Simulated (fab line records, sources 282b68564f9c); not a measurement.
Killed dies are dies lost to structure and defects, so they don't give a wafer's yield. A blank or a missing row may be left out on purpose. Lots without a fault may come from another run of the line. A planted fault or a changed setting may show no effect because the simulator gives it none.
Which tool did it? | flow rit_cmos | 14 lots, 42 wafers sampled, at 1 step of a route of 202

WHAT THE GAUGES READ, wafer by wafer
The record holds no reading of a measuring or inspecting step that can be judged against a usual standard deviation.

WHICH TOOL RAN EACH LOT (tool, then ch and the chambers of the sampled wafers, then the start)
lot  | RIT_PSD_HMDS_00
L333 | litho_track-04 ch 0, day 3 14:29
L334 | litho_track-03 ch 0, day 3 16:52
L335 | litho_track-03 ch 0, day 3 23:44
L336 | litho_track-04 ch 0, day 4 05:29
L338 | litho_track-04 ch 0, day 4 17:40
L339 | litho_track-02 ch 0, day 5 00:19
L340 | litho_track-03 ch 0, day 5 02:58
L343 | litho_track-03 ch 0, day 5 17:37
L346 | litho_track-03 ch 0, day 6 10:52
L347 | litho_track-03 ch 0, day 6 12:54
L348 | litho_track-03 ch 0, day 6 16:31
L349 | litho_track-04 ch 0, day 6 23:00
L352 | litho_track-02 ch 0, day 7 13:47
L353 | litho_track-02 ch 0, day 8 04:59
- RIT_PSD_HMDS_00: prime time 60 s.

WHAT THE TOOLS THEMSELVES READ (means of the sampled wafers that have a number; where no wafer has one, the mark that the record gives instead)
RIT_PSD_HMDS_00. Usual: exhaust_pa 45.0 Pa, standard deviation 0.86; prime_temp_c 140.00 C, standard deviation 0.15.
lot  | tool           | exhaust_pa (Pa) | prime_temp_c (C) | flag
L333 | litho_track-04 | 44.5            | 139.98           |
L334 | litho_track-03 | 45.7            | 140.00           |
L335 | litho_track-03 | 45.9            | 139.96           |
L336 | litho_track-04 | 44.5            | 139.98           |
L338 | litho_track-04 | 44.4            | 140.06           |
L339 | litho_track-02 | 45.3            | 140.01           |
L340 | litho_track-03 | 44.7            | 139.81           |
L343 | litho_track-03 | 44.9            | 139.94           |
L346 | litho_track-03 | 44.0            | 139.91           |
L347 | litho_track-03 | 45.7            | 138.14           | OFF
L348 | litho_track-03 | 45.7            | 138.37           | OFF
L349 | litho_track-04 | 44.8            | 140.04           |
L352 | litho_track-02 | 44.6            | 140.17           |
L353 | litho_track-02 | 44.7            | 139.93           |

THE ANSWER, worked out from the rows above alone
Rule: a lot is off if the mean of its wafers that have a number lies more than 3 standard deviations from the usual mean. A lot without any number at a reading at which 4 lots or more have one is off too. The other lots that the step has rows for count as sound. The gauges are gone through in route order, then the tools' own readings, and for those a lot's mean is taken as printed above. The first step at which some lot is off is used, and at that step the reading that is off furthest; a lot without a number counts as furthest.
Off: L347, L348, at RIT_PSD_HMDS_00 (prime_temp_c).
A tool fits if, at that step or a process step before it, it ran every lot that is off, and no sound lot after the first of them. One fits: litho_track-03 at RIT_PSD_HMDS_00. Its last sound lot is L346 (day 6 10:52), its first lot that is off L347 (day 6 12:54): a fault that began between those two fits.
The tool's own readings at RIT_PSD_HMDS_00 bear it out: on the lots that are off they differ by more than 5 times the standard deviation of the sound lots' means. prime_temp_c reads 138.25 C there against 139.98 C on the sound lots.

WHAT THE SIMULATOR HAD PUT IN
Process parameter drift: litho_track-03, from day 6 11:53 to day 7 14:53, at RIT_PSD_HMDS_00. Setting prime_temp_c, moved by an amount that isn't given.
Lots struck among those shown: L347, L348. The rule above found the same.
